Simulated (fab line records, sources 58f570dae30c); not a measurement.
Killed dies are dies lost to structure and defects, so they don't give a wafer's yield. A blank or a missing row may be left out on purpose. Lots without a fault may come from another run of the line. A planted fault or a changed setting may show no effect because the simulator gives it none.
Tool commonality check | flow berkeley_cmos170 | 12 lots, 36 wafers sampled

WHY IT WAS OPENED
At UCB170_FIELD_THK_MEAS_02 the reading FIELD_OXIDE_THK is flagged on 3 of 12 lots. Wafers without a fault read 557 nm, standard deviation 8.8.
Rule: a lot is flagged when every wafer of it that has a number lies more than 4 standard deviations from that mean, or none has a number. The other lots count as sound.

lot  | measured    | on            | FIELD_OXIDE_THK (nm), wafer by wafer | flag
L647 | day 4 11:52 | film_metro-01 | 569 571 570                          |
L648 | day 4 18:11 | film_metro-01 | 560 555 556                          |
L649 | day 4 18:12 | film_metro-03 | 560 568 565                          |
L650 | day 5 06:06 | film_metro-01 | 553 563 560                          |
L651 | day 5 06:07 | film_metro-03 | 560 566 564                          |
L652 | day 5 12:03 | film_metro-01 | 568 565 567                          |
L653 | day 5 22:17 | film_metro-02 | 546 546 550                          |
L654 | day 6 06:47 | film_metro-02 | 627 622 614                          | FLAGGED
L656 | day 6 06:47 | film_metro-01 | 619 613 613                          | FLAGGED
L655 | day 6 06:48 | film_metro-03 | 621 618 636                          | FLAGGED
L658 | day 6 17:09 | film_metro-02 | 558 554 560                          |
L670 | day 9 03:36 | film_metro-03 | 551 549 553                          |
The numbers of the flagged lots are 620 nm on average: +63 nm against the usual, or +7 standard deviations.

WHICH TOOL RAN EACH LOT
The record holds 1 process step before the reading, out of a route of 331 steps. In each cell: the tool, then ch and the chambers that the sampled wafers went through, then the start.
lot  | flag    | UCB170_FIELD_OXIDATION_01
L647 |         | furnace-03 ch 0, day 4 08:52
L648 |         | furnace-02 ch 0, day 4 15:11
L649 |         | furnace-02 ch 0, day 4 15:11
L650 |         | furnace-04 ch 0, day 5 03:06
L651 |         | furnace-04 ch 0, day 5 03:06
L652 |         | furnace-02 ch 0, day 5 09:02
L653 |         | furnace-04 ch 0, day 5 19:17
L654 | FLAGGED | furnace-04 ch 0, day 6 03:47
L656 | FLAGGED | furnace-04 ch 0, day 6 03:47
L655 | FLAGGED | furnace-04 ch 0, day 6 03:47
L658 |         | furnace-03 ch 0, day 6 14:09
L670 |         | furnace-02 ch 0, day 9 00:36
What these steps do:
- UCB170_FIELD_OXIDATION_01: target thk 558.3 nm, ox time 7200 s.
- UCB170_FIELD_THK_MEAS_02

FLAGGED OVER TOTAL, TOOL BY TOOL (the gauges that took the reading come last)
step                      | tool          | lots run | flagged | share of the flagged lots | sound lots run after its first flagged lot
UCB170_FIELD_OXIDATION_01 | furnace-02    | 4        | 0       | none                      | -
UCB170_FIELD_OXIDATION_01 | furnace-03    | 2        | 0       | none                      | -
UCB170_FIELD_OXIDATION_01 | furnace-04    | 6        | 3       | all                       | 0
UCB170_FIELD_THK_MEAS_02  | film_metro-01 | 5        | 1       | some                      | 0
UCB170_FIELD_THK_MEAS_02  | film_metro-02 | 3        | 1       | some                      | 1 (L658)
UCB170_FIELD_THK_MEAS_02  | film_metro-03 | 4        | 1       | some                      | 1 (L670)

WHAT THE TABLE ALLOWS
1 row of the table ran every flagged lot: furnace-04 at UCB170_FIELD_OXIDATION_01.
- furnace-04 at UCB170_FIELD_OXIDATION_01: 3 of its 6 lots flagged. Its last sound lot is L653 (day 5 19:17), its first flagged lot L654 (day 6 03:47): a fault that began between those two fits. Its own readings lie more than 4 standard deviations out on every wafer of the flagged lots: spike_tc_centre_C, spike_tc_load_C, spike_tc_source_C, tube_center_temp_C, tube_center_temp_C_max.
One tool is left: furnace-04 at UCB170_FIELD_OXIDATION_01.

WHAT THE SIMULATOR HAD PUT IN
Process parameter drift: furnace-04, from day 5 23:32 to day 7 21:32, at UCB170_FIELD_OXIDATION_01. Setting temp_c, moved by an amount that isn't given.
Lots struck among those shown: L654, L656, L655. The rule above found the same.
